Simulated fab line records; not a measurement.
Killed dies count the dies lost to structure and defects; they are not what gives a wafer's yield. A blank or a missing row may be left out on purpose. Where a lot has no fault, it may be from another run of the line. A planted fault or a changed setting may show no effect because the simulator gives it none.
Struck lot and sound lot, side by side :: flow rit-cmos :: 44 steps out of a route of 202
Sound: these wafers, L444.3, L444.4, L444.5. Wafers L445.2, L445.5, L445.6 were the ones struck. The cause is named last.
For every step that has rows: the tool of each side, followed by ch and its chambers, followed by its first start. Under that, the readings that differ: sound wafers :: struck wafers :: difference of the means :: sigmas: that difference in standard deviations of wafers without a fault.
alike: readings with means less than 2 such deviations apart, plus words and numbers identical on both sides. not compared: withheld readings, readings lacking a value on some wafer, bounds such as >300 that could conceal the same value, and numbers that have no deviation in the record and whose values overlap.
Wherever a step has rows on one side only, a row that says differs or no value, or a row with sigmas, the two part there. Numbers that don't overlap but have no deviation are shown without sigmas and don't part them. A reading that every wafer of one side lacks parts them only if that side has two wafers or more.

first, 2 steps without rows for these wafers: RIT_PLDD_PEB_04; RIT_PLDD_DEVELOP_05 (develop time 50 s).
RIT_PLDD_OVL_MEAS_06:
  sound: overlay-01 at day 4 00:05; struck: overlay-02 at day 4 06:32
  alike: PLDD_OVL
then, 2 steps without rows for these wafers: RIT_PLDD_HARDBAKE_07 (time 60 s); RIT_PLDD_IMPLANT_08.
RIT_PLDD_STRIP_09: strips in O2, time 180 s.
  sound on plasma-asher-03 ch 0,1, day 4 00:29; struck on plasma-asher-02 ch 0,1, day 4 06:52
  alike: drypump-motor-current-A
  not compared: rf-hours-counter-h
RIT_PLDD_TW_MEAS_10:
  sound: film-metro-04 at day 4 00:37; struck: film-metro-03 at day 4 07:03
reading: PLDD_TW
sound: 2294 2314 2311
struck: 2331 2348 2336
difference: +32
sigmas: +3
then, 4 steps without rows for these wafers: RIT_SPACER_CLEAN_00 (cleans in SC1, time 600 s); RIT_SPACER_CLEAN_01 (cleans in dHF, time 30 s); RIT_SPACER_CLEAN_02 (cleans in SC2, time 600 s); RIT_SPACER_CVD_03 (deposits Si3N4 from SiH2Cl2/NH3, target thk 250 nm, time 3300 s).
RIT_SPACER_THK_MEAS_04:
  sound: film-metro-02 at day 4 02:58; struck: film-metro-01 at day 4 09:23
  alike: SPACER_NITRIDE_THK
RIT_SPACER_ETCHBACK_05: etches Si3N4 in SF6/CHF3, stops on SiO2, target depth 250 nm, time 230.9 s.
  sound on rie-diel-02 ch 0,3, day 4 03:01; struck on rie-diel-03 ch 1,2, day 4 09:26
reading: SF6_flow_sccm (sccm)
sound: 30.05 30.06 30.16
struck: 30.03 29.83 29.87
difference: -0.18
sigmas: -2

reading: rf-fwd-power-W (W)
sound: 249.1 248.2 249.4
struck: 290.1 288.0 289.5
difference: +40.3
sigmas: +52

reading: model.poly-Si_of_GATE_CVD_08.thk-nm (nm)
sound: 167.2 168.3 169.6
struck: 160.4 162 161.9
difference: -6.9
sigmas: 

reading: model.Si3N4_of_SPACER_CVD_03.thk-nm (nm)
sound: 198.2 197.3 200.5
struck: 193.8 194 194.8
difference: -4.5
sigmas: 
  alike: drypump-motor-current-A, oes-product-au, throttle-valve-pct
  not compared: rf-hours-counter-h
then, 6 steps without rows for these wafers: RIT_NSD_HMDS_00 (prime time 60 s); RIT_NSD_COAT_01 (resist thk 1000 nm); RIT_NSD_SOFTBAKE_02 (time 60 s); RIT_NSD_EXPOSE_03 (exposes mask M9, target cd 40700 nm); RIT_NSD_PEB_04; RIT_NSD_DEVELOP_05 (develop time 50 s).
RIT_NSD_OVL_MEAS_06:
  sound: overlay-02 at day 4 04:01; struck: overlay-01 at day 4 10:27
  alike: NSD_OVL
then, 2 steps without rows for these wafers: RIT_NSD_HARDBAKE_07 (time 60 s); RIT_NSD_IMPLANT_08.
RIT_NSD_STRIP_09: strips in O2, time 180 s.
  sound on plasma-asher-01 ch 0,1, day 4 04:26; struck on plasma-asher-04 ch 0,1, day 4 10:47
  alike: drypump-motor-current-A
  not compared: rf-hours-counter-h
RIT_NSD_TW_MEAS_10:
  sound: film-metro-02 at day 4 04:34; struck: film-metro-04 at day 4 10:58
reading: NSD_TW
sound: 3121 3104 3104
struck: 3081 3084 3065
difference: -33
sigmas: -2
then, 6 steps without rows for these wafers: RIT_PSD_HMDS_00 (prime time 60 s); RIT_PSD_COAT_01 (resist thk 1000 nm); RIT_PSD_SOFTBAKE_02 (time 60 s); RIT_PSD_EXPOSE_03 (exposes mask M10, target cd 40900 nm); RIT_PSD_PEB_04; RIT_PSD_DEVELOP_05 (develop time 50 s).
RIT_PSD_OVL_MEAS_06:
  sound: overlay-01 at day 4 05:39; struck: overlay-02 at day 4 12:00
  alike: PSD_OVL
then, 2 steps without rows for these wafers: RIT_PSD_HARDBAKE_07 (time 60 s); RIT_PSD_IMPLANT_08.
RIT_PSD_STRIP_09: strips in O2, time 180 s.
  sound on plasma-asher-01 ch 0,1, day 4 06:02; struck on plasma-asher-04 ch 0,1, day 4 12:20
reading: drypump-motor-current-A (A)
sound: 6.2 5.8 6.2
struck: 5.4 5.1 5.4
difference: -0.8
sigmas: -2
  not compared: rf-hours-counter-h
RIT_PSD_TW_MEAS_10:
  sound: film-metro-03 at day 4 06:10; struck: film-metro-03 at day 4 12:31
  alike: PSD_TW
then, 2 steps without rows for these wafers: RIT_SDANNEAL_CLEAN_00 (cleans in SC1, time 600 s); RIT_SDANNEAL_CLEAN_01 (cleans in dHF, time 30 s).
RIT_SDANNEAL_CLEAN_02: cleans in SC2, time 600 s.
  sound on wet-bench-02 ch 0, day 4 06:24; struck on wet-bench-04 ch 3, day 4 12:45
reading: model.poly-Si_of_GATE_CVD_08.thk-nm (nm)
sound: 162.9 163.9 165.2
struck: 156 157.6 157.5
difference: -7
sigmas: 
RIT_SDANNEAL_RTA_03: time 5 s.
  sound on rtp-anneal-01 ch 0, day 4 06:36; struck on rtp-anneal-02 ch 0, day 4 12:57
  alike: wafer_temp_C_max
RIT_SDANNEAL_RS_MEAS_04: a four-point-probe measurement.
  sound: film-metro-02 at day 4 06:41; struck: film-metro-03 at day 4 13:01
  alike: PSD_RS
RIT_SDANNEAL_RS_MEAS_05: a four-point-probe measurement.
  sound: film-metro-02 at day 4 06:48; struck: film-metro-03 at day 4 13:08
  alike: NSD_RS
RIT_SDANNEAL_RS_MEAS_06: a four-point-probe measurement.
  sound: film-metro-02 at day 4 06:55; struck: film-metro-03 at day 4 13:16
  alike: PLDD_RS
RIT_SILICIDE_WET_ETCH_00: etches SiO2 in BOE, target depth 14 nm, time 15 s.
  sound on wet-bench-01 ch 2, day 4 07:07; struck on wet-bench-04 ch 0, day 4 13:29
reading: model.Si3N4_of_SPACER_CVD_03.thk-nm (nm)
sound: 197.1 196.1 199.3
struck: 192.6 192.8 193.6
difference: -4.5
sigmas: 
RIT_M1_PROBE_99:
  sound: prober-02 at day 4 14:06; struck: prober-01 at day 4 20:32
reading: model.etest.nmos_0p15.r-on-ohm-um
sound: 1101 1099 1053
struck: 1254 1284 1269
difference: +185
sigmas: 

reading: model.etest.nmos_0p3.r-on-ohm-um
sound: 2086 2063 1998
struck: 2197 2216 2214
difference: +160
sigmas: 

reading: model.etest.pplus-sal.width-nm (nm)
sound: 3415 3445 3413
struck: 3498 3496 3490
difference: +70
sigmas: 

reading: model.etest.nplus-sal.width-nm (nm)
sound: 3418 3448 3401
struck: 3496 3495 3492
difference: +72
sigmas: 

reading: model.etest.pwell-pinched.rs-ohm-sq
sound: 459.8 462.9 450.6
struck: 471.8 474.1 477.2
difference: +16.6
sigmas: 

reading: model.etest.nwell-pinched.rs-ohm-sq
sound: 329.8 336 328.6
struck: 348.4 348.6 347.7
difference: +16.8
sigmas: 

reading: model.etest.field-p-metal.vt-v (V)
sound: -29.11 -29.08 -29.68
struck: -28.24 -28.61 -28.2
difference: +0.94
sigmas: 
  alike: killed-at-front-end, killed-dies, killed-open, killed-short
  not compared: model.etest.pmos_0p15.r-on-ohm-um

WHERE THEY PART
At RIT_PLDD_TW_MEAS_10 first; at RIT_PSD_STRIP_09 last (within this record only). Later steps at which nothing parts them and some readings are alike: RIT_PSD_TW_MEAS_10, RIT_SDANNEAL_RTA_03, RIT_SDANNEAL_RS_MEAS_04, RIT_SDANNEAL_RS_MEAS_05, RIT_SDANNEAL_RS_MEAS_06, RIT_M1_PROBE_99.

WHY: what had been put in by the simulator
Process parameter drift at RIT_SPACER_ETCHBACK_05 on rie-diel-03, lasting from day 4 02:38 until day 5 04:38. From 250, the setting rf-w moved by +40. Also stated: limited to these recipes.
